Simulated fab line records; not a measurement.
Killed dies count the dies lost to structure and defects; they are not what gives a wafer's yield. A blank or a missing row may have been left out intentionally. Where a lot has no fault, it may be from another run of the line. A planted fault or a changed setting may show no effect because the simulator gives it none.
Comparing a struck lot with a sound one | flow ritCmos | 15 out of 202 route steps
Sound: wafers L165.2, L165.3, L165.5. Struck: wafers L172.1, L172.6. (L172.3 of the same lot was not struck and is left out.) The cause comes at the end.
Per side, at each step with rows, come the tool, then ch with its chambers, and then its first start. Under that, the readings that differ: sound wafers | struck wafers | difference of the means | sigmas: that difference in standard deviations of wafers without a fault.
alike: readings with means less than 2 such deviations apart, plus words and numbers identical on both sides. not compared: withheld readings, readings lacking a value on some wafer, bounds such as >300 that could conceal the same value, and numbers that have no deviation in the record and whose values overlap.
Wherever a step has rows on one side only, a row that says differs or no value, or a row with sigmas, the two part there. Numbers that have no deviation but don't overlap get no sigmas and don't part them. Lack of a reading on every wafer of one side parts them only where that side has two or more wafers.

first, 1 step without rows for these wafers: RIT_NWELL_IMPLANT_08.
RIT_NWELL_STRIP_09: strips in O2, time 180 s.
  sound on plasmaAsher-01 ch 0, day 3 19:36; struck on plasmaAsher-01 ch 0,1, day 5 05:11
  alike: drypumpMotorCurrentA, o2FlowSccm, rfReflPowerW
  not compared: rfHoursCounterH
RIT_NWELL_TW_MEAS_10:
  sound: filmMetro-02 at day 3 19:47; struck: filmMetro-01 at day 5 05:22
  alike: NWELL_TW
then, 6 steps without rows for these wafers: RIT_PWELL_HMDS_00 (prime time 60 s); RIT_PWELL_COAT_01 (resist thk 1300 nm); RIT_PWELL_SOFTBAKE_02 (time 60 s); RIT_PWELL_EXPOSE_03 (exposes mask M3, target cd 43700 nm); RIT_PWELL_PEB_04; RIT_PWELL_DEVELOP_05 (develop time 68 s).
RIT_PWELL_OVL_MEAS_06:
  sound: overlay-02 at day 3 20:51; struck: overlay-02 at day 5 06:19
  alike: PWELL_OVL
then, 2 steps without rows for these wafers: RIT_PWELL_HARDBAKE_07 (time 120 s); RIT_PWELL_IMPLANT_08.
RIT_PWELL_STRIP_09: strips in O2, time 180 s.
  sound on plasmaAsher-02 ch 0,1, day 3 21:17; struck on plasmaAsher-02 ch 0, day 5 06:44
reading           | sound          | struck    | difference | sigmas
o2FlowSccm (sccm) | 4001 3990 3997 | 3204 3202 | -793       | -79
  alike: drypumpMotorCurrentA, rfReflPowerW
  not compared: rfHoursCounterH
RIT_PWELL_TW_MEAS_10:
  sound: filmMetro-03 at day 3 21:28; struck: filmMetro-02 at day 5 06:55
  alike: PWELL_TW
RIT_M1_PROBE_99:
  sound: prober-01 at day 5 08:37; struck: prober-01 at day 6 17:58
  alike: killedAtContacts, killedAtFrontEnd, killedDies, killedOpen, killedShort

WHERE THEY PART
RIT_PWELL_STRIP_09 only, going by this record. Later steps at which nothing parts them and some readings are alike: RIT_PWELL_TW_MEAS_10, RIT_M1_PROBE_99.

WHY: whatever the simulator had introduced
plasmaAsher-02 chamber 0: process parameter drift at RIT_PWELL_STRIP_09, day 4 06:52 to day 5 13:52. Setting o2FlowSccm shifted by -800 from 4000. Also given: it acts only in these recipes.
